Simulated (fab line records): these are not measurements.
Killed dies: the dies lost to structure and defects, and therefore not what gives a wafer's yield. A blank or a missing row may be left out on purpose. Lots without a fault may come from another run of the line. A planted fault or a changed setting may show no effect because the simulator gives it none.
Which of the tools did it?	flow berkeley_cmos170	42 wafers from 14 lots sampled at 3 of the route's 331 steps

## WHAT EACH GAUGE READ, for each wafer
UCB170_NWELL_TW_MEAS_16. Usual: NWELL_TW typically reads 1251, with standard deviation 17.
lot	measured	on	NWELL_TW	flag
L507	day 2 10:43	film_metro-02	1268 1265 1271	
L509	day 2 19:03	film_metro-02	1277 1272 1274	
L510	day 3 01:09	film_metro-03	1137 1137 1142	OFF
L511	day 3 06:01	film_metro-03	1250 1248 1250	
L512	day 3 15:06	film_metro-02	1148 1154 1152	OFF
L514	day 4 01:41	film_metro-04	1244 1241 1241	
L518	day 4 18:37	film_metro-02	1276 1261 1265	
L521	day 5 00:55	film_metro-02	1274 1270 1273	
L522	day 5 08:33	film_metro-04	1239 1230 1227	
L523	day 5 12:08	film_metro-04	1234 1226 1234	
L524	day 5 21:52	film_metro-03	1256 1250 1253	
L525	day 6 02:02	film_metro-03	1234 1235 1231	
L526	day 6 06:38	film_metro-03	1236 1234 1237	
L530	day 6 23:55	film_metro-04	1233 1233 1237	

UCB170_FIELD_THK_MEAS_02. Usual: FIELD_OXIDE_THK typically reads 561 nm, with standard deviation 11.
lot	measured	on	FIELD_OXIDE_THK (nm)	flag
L507	day 4 14:39	film_metro-01	552 564 554	
L509	day 5 06:11	film_metro-01	575 569 564	
L510	day 5 06:11	film_metro-03	567 574 571	
L511	day 5 13:02	film_metro-01	577 581 580	
L512	day 5 21:52	film_metro-04	574 576 574	
L514	day 5 21:56	film_metro-03	572 580 588	
L518	day 6 17:54	film_metro-04	562 566 558	
L521	day 7 03:57	film_metro-01	558 548 542	
L522	day 7 08:38	film_metro-03	552 552 547	
L523	day 7 08:39	film_metro-04	554 552 558	
L524	day 8 11:36	film_metro-03	568 572 572	
L525	day 8 11:37	film_metro-01	556 552 552	
L526	day 8 11:36	film_metro-04	556 556 552	
L530	day 9 01:22	film_metro-03	566 559 556	

## TOOL THAT RAN EACH LOT (tool first, then ch and the chambers of the sampled wafers, then the start)
lot	UCB170_NWELL_IMPLANT_14
L507	implanter-03 ch 0, day 2 10:28
L509	implanter-04 ch 0, day 2 18:48
L510	implanter-04 ch 0, day 3 00:54
L511	implanter-03 ch 0, day 3 05:46
L512	implanter-04 ch 0, day 3 14:51
L514	implanter-03 ch 0, day 4 01:27
L518	implanter-03 ch 0, day 4 18:22
L521	implanter-01 ch 0, day 5 00:42
L522	implanter-01 ch 0, day 5 08:18
L523	implanter-01 ch 0, day 5 11:54
L524	implanter-01 ch 0, day 5 21:37
L525	implanter-04 ch 0, day 6 01:47
L526	implanter-04 ch 0, day 6 06:23
L530	implanter-01 ch 0, day 6 23:41
- UCB170_NWELL_IMPLANT_14

## AS READ BY THE TOOLS THEMSELVES (means over the sampled wafers that have a number; for cases with no such wafer, the mark the record gives instead)
UCB170_NWELL_IMPLANT_14. Usual: beam_energy_keV at 150.00, with a standard deviation of 0.052.
lot	tool	beam_energy_keV	flag
L507	implanter-03	149.94	
L509	implanter-04	150.05	
L510	implanter-04	97.47	OFF
L511	implanter-03	149.99	
L512	implanter-04	97.43	OFF
L514	implanter-03	150.02	
L518	implanter-03	150.00	
L521	implanter-01	150.02	
L522	implanter-01	149.99	
L523	implanter-01	149.95	
L524	implanter-01	149.99	
L525	implanter-04	149.99	
L526	implanter-04	149.96	
L530	implanter-01	149.92	

## THE ANSWER, worked out from the rows above alone
Rule: take the mean of a lot's wafers that have a number; if it is more than 3 standard deviations from the usual mean, the lot is off. Also off: a lot with no number at a reading for which 4 or more lots have one. The other lots that the step has rows for count as sound. Order of review: gauges by route order, followed by the tools' own readings, for which a lot's mean as printed above is used. At the first step where some lot is off, the reading lying furthest off is the one used; lots without a number count as furthest.
Off: L510, L512, at UCB170_NWELL_TW_MEAS_16 (NWELL_TW).
A tool fits if, at a process step before that reading, it ran every lot that is off, and no sound lot after the first of them. The gauges at UCB170_NWELL_TW_MEAS_16 aren't tried: what is off there is off at UCB170_NWELL_IMPLANT_14 too, on other tools, and a gauge's error can't cause that. Of those tried, none fits.

## WHAT THE SIMULATOR HAD INSERTED
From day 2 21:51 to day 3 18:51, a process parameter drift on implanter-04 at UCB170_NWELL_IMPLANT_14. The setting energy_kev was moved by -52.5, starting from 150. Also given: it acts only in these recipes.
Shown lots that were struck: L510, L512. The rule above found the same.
